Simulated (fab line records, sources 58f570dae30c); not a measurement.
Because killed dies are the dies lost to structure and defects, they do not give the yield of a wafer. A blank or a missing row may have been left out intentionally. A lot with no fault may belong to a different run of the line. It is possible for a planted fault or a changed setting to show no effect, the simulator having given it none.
Chamber matching / flow berkeleyCmos170 / UCB170_V1_CMP_02 on cmp-02: 4 sister chambers
The step polishes SiO2. 18 wafers are shown with their chamber, then 9 later ones without.

== WAFERS, EACH WITH ITS CHAMBER ==
wafer=L367.2; chamber=3; motorCurrentA (A)=16.6; platenRpm (rpm)=59.95; slurryFlowMlMin=149.7
wafer=L367.5; chamber=2; motorCurrentA (A)=17.9; platenRpm (rpm)=59.99; slurryFlowMlMin=150.8
wafer=L367.6; chamber=1; motorCurrentA (A)=16.9; platenRpm (rpm)=60.06; slurryFlowMlMin=150.3
wafer=L369.1; chamber=3; motorCurrentA (A)=16.7; platenRpm (rpm)=60.03; slurryFlowMlMin=150.3
wafer=L369.2; chamber=2; motorCurrentA (A)=17.8; platenRpm (rpm)=59.97; slurryFlowMlMin=150.5
wafer=L369.4; chamber=1; motorCurrentA (A)=16.9; platenRpm (rpm)=59.98; slurryFlowMlMin=150.4
wafer=L370.1; chamber=1; motorCurrentA (A)=15.8; platenRpm (rpm)=59.99; slurryFlowMlMin=149.8
wafer=L370.2; chamber=0; motorCurrentA (A)=14.9; platenRpm (rpm)=60.00; slurryFlowMlMin=149.7
wafer=L370.5; chamber=0; motorCurrentA (A)=15.4; platenRpm (rpm)=59.96; slurryFlowMlMin=150.1
wafer=L383.1; chamber=3; motorCurrentA (A)=16.5; platenRpm (rpm)=60.00; slurryFlowMlMin=149.8
wafer=L383.5; chamber=2; motorCurrentA (A)=18.6; platenRpm (rpm)=60.02; slurryFlowMlMin=149.7
wafer=L383.6; chamber=1; motorCurrentA (A)=17.2; platenRpm (rpm)=60.04; slurryFlowMlMin=149.9
wafer=L384.1; chamber=0; motorCurrentA (A)=15.3; platenRpm (rpm)=59.99; slurryFlowMlMin=149.7
wafer=L384.2; chamber=2; motorCurrentA (A)=17.3; platenRpm (rpm)=60.03; slurryFlowMlMin=149.8
wafer=L384.3; chamber=1; motorCurrentA (A)=17.1; platenRpm (rpm)=60.04; slurryFlowMlMin=149.8
wafer=L385.1; chamber=3; motorCurrentA (A)=16.5; platenRpm (rpm)=60.03; slurryFlowMlMin=149.6
wafer=L385.2; chamber=2; motorCurrentA (A)=17.9; platenRpm (rpm)=60.05; slurryFlowMlMin=150.0
wafer=L385.3; chamber=0; motorCurrentA (A)=15.6; platenRpm (rpm)=59.99; slurryFlowMlMin=150.3

SIGNATURES (means of the wafers above)
reading=motorCurrentA; chamber 0=15.300; chamber 1=16.780; chamber 2=17.900; chamber 3=16.575; scatter within a chamber=0.415
reading=platenRpm; chamber 0=59.9850; chamber 1=60.0220; chamber 2=60.0120; chamber 3=60.0025; scatter within a chamber=0.0318
reading=slurryFlowMlMin; chamber 0=149.950; chamber 1=150.040; chamber 2=150.160; chamber 3=149.850; scatter within a chamber=0.357
Rule: for a wafer and a chamber, the distance is found by dividing, reading by reading, the gap between the wafer's reading and the chamber's mean by the reading's scatter, squaring, summing and taking the root. The wafer belongs to the nearest chamber; if the next one is less than 2 further off, it can't be placed. The scatter is the square root of a quotient: the sum, over the shown wafers, of each reading's squared deviation from its chamber's mean, divided by wafers minus chambers.

== WAFERS WITH NO CHAMBER GIVEN ==
wafer=L388.1; motorCurrentA (A)=16.9; platenRpm (rpm)=60.06; slurryFlowMlMin=149.7
wafer=L388.3; motorCurrentA (A)=18.9; platenRpm (rpm)=59.98; slurryFlowMlMin=150.2
wafer=L388.4; motorCurrentA (A)=16.8; platenRpm (rpm)=59.93; slurryFlowMlMin=150.1
wafer=L387.2; motorCurrentA (A)=17.9; platenRpm (rpm)=60.02; slurryFlowMlMin=149.8
wafer=L387.3; motorCurrentA (A)=16.1; platenRpm (rpm)=60.01; slurryFlowMlMin=150.6
wafer=L387.4; motorCurrentA (A)=17.8; platenRpm (rpm)=59.99; slurryFlowMlMin=150.1
wafer=L389.1; motorCurrentA (A)=15.8; platenRpm (rpm)=60.01; slurryFlowMlMin=149.8
wafer=L389.3; motorCurrentA (A)=17.0; platenRpm (rpm)=59.97; slurryFlowMlMin=150.1
wafer=L389.6; motorCurrentA (A)=17.6; platenRpm (rpm)=60.00; slurryFlowMlMin=150.0

== CHAMBER TAKEN BY EACH ==
wafer=L388.1; from the rows above=can't be placed: 1 or 3 or 2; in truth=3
wafer=L388.3; from the rows above=2; in truth=2
wafer=L388.4; from the rows above=can't be placed: 3 or 1 or 2 or 0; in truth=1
wafer=L387.2; from the rows above=can't be placed: 2 or 1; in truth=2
wafer=L387.3; from the rows above=can't be placed: 1 or 3 or 0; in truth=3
wafer=L387.4; from the rows above=can't be placed: 2 or 1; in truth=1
wafer=L389.1; from the rows above=can't be placed: 0 or 3 or 1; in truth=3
wafer=L389.3; from the rows above=can't be placed: 3 or 1 or 2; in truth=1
wafer=L389.6; from the rows above=can't be placed: 2 or 1 or 3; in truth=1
Placed correctly: 1 of 9. These rows do not allow placing 8 (true chamber among the candidates in 8). Wrongly placed: 0.
